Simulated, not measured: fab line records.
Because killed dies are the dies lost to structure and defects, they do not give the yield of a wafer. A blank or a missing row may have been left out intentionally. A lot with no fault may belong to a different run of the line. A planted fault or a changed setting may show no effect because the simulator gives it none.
Which tool is to blame? / flow rit_cmos / Sampling: 12 lots, 36 wafers, 2 of 202 route steps

## WHAT EACH GAUGE READ, for each wafer
RIT_FOX1_THK_MEAS_01. Usual: for FOX1_OXIDE_THK the level is 352 nm and the standard deviation is 5.6.
lot=L694; measured=day 1 17:19; on=film_metro-01; FOX1_OXIDE_THK (nm)=358 358 355; flag=
lot=L695; measured=day 1 23:22; on=film_metro-01; FOX1_OXIDE_THK (nm)=352 351 349; flag=
lot=L699; measured=day 2 18:47; on=film_metro-02; FOX1_OXIDE_THK (nm)=361 357 363; flag=
lot=L703; measured=day 3 14:44; on=film_metro-03; FOX1_OXIDE_THK (nm)=231 230 230; flag=OFF
lot=L705; measured=day 4 00:27; on=film_metro-02; FOX1_OXIDE_THK (nm)=236 241 240; flag=OFF
lot=L706; measured=day 4 04:50; on=film_metro-03; FOX1_OXIDE_THK (nm)=350 352 350; flag=
lot=L707; measured=day 4 09:50; on=film_metro-02; FOX1_OXIDE_THK (nm)=346 339 342; flag=
lot=L708; measured=day 4 14:58; on=film_metro-01; FOX1_OXIDE_THK (nm)=345 343 347; flag=
lot=L711; measured=day 5 05:49; on=film_metro-02; FOX1_OXIDE_THK (nm)=360 356 354; flag=
lot=L713; measured=day 5 16:39; on=film_metro-01; FOX1_OXIDE_THK (nm)=353 351 348; flag=
lot=L714; measured=day 5 20:50; on=film_metro-02; FOX1_OXIDE_THK (nm)=360 361 361; flag=
lot=L716; measured=day 6 06:50; on=film_metro-01; FOX1_OXIDE_THK (nm)=355 352 354; flag=

## EACH LOT AND THE TOOL THAT RAN IT (in order: tool; ch and the chambers of the sampled wafers; start)
lot=L694; RIT_FOX1_OXIDATION_00=furnace-03 ch 0, day 1 16:01
lot=L695; RIT_FOX1_OXIDATION_00=furnace-04 ch 0, day 1 22:03
lot=L699; RIT_FOX1_OXIDATION_00=furnace-04 ch 0, day 2 17:28
lot=L703; RIT_FOX1_OXIDATION_00=furnace-01 ch 0, day 3 13:26
lot=L705; RIT_FOX1_OXIDATION_00=furnace-01 ch 0, day 3 23:08
lot=L706; RIT_FOX1_OXIDATION_00=furnace-04 ch 0, day 4 03:31
lot=L707; RIT_FOX1_OXIDATION_00=furnace-04 ch 0, day 4 08:31
lot=L708; RIT_FOX1_OXIDATION_00=furnace-04 ch 0, day 4 13:39
lot=L711; RIT_FOX1_OXIDATION_00=furnace-04 ch 0, day 5 04:30
lot=L713; RIT_FOX1_OXIDATION_00=furnace-03 ch 0, day 5 15:20
lot=L714; RIT_FOX1_OXIDATION_00=furnace-04 ch 0, day 5 19:31
lot=L716; RIT_FOX1_OXIDATION_00=furnace-03 ch 0, day 6 05:31
- RIT_FOX1_OXIDATION_00: target thk 350.7 nm, ox time 1130 s.

## WHAT THE TOOLS THEMSELVES READ (means of the sampled wafers that have a number; where no wafer has one, the mark that the record gives instead)
RIT_FOX1_OXIDATION_00. Usual: 1100.1 C for ox_temp_c, sd 0.51.
lot=L694; tool=furnace-03; ox_temp_c (C)=1100.6; flag=
lot=L695; tool=furnace-04; ox_temp_c (C)=1100.0; flag=
lot=L699; tool=furnace-04; ox_temp_c (C)=1101.3; flag=
lot=L703; tool=furnace-01; ox_temp_c (C)=1100.1; flag=
lot=L705; tool=furnace-01; ox_temp_c (C)=1099.9; flag=
lot=L706; tool=furnace-04; ox_temp_c (C)=1100.6; flag=
lot=L707; tool=furnace-04; ox_temp_c (C)=1099.3; flag=
lot=L708; tool=furnace-04; ox_temp_c (C)=1100.0; flag=
lot=L711; tool=furnace-04; ox_temp_c (C)=1100.3; flag=
lot=L713; tool=furnace-03; ox_temp_c (C)=1099.7; flag=
lot=L714; tool=furnace-04; ox_temp_c (C)=1099.7; flag=
lot=L716; tool=furnace-03; ox_temp_c (C)=1099.8; flag=

## THE ANSWER, worked out from the rows above alone
Rule: a lot is off if the mean of its wafers that have a number lies more than 3 standard deviations from the usual mean. Also off: a lot with no number at a reading for which 4 or more lots have one. All remaining lots with rows at the step are treated as sound. First the gauges in route order, then the tools' own readings, where a lot's mean is used as printed above. At the first step where some lot is off, the reading lying furthest off is the one used; lots without a number count as furthest.
Off: L703, L705, seen at RIT_FOX1_THK_MEAS_01 (FOX1_OXIDE_THK).
If a tool, at a process step before that reading, ran all the lots that are off and no sound lot after the first of them, it fits. Gauges at RIT_FOX1_THK_MEAS_01: tried the same way as those tools. One candidate fits, namely furnace-01 at RIT_FOX1_OXIDATION_00. It ran no sound lot before its first lot that is off in this sample, so the start can't be narrowed down.

## WHAT WAS PUT IN BY THE SIMULATOR
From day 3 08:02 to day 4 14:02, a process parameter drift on furnace-01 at RIT_FOX1_OXIDATION_00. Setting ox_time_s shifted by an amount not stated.
Lots struck among those shown: L703, L705. The same result came from the rule above.
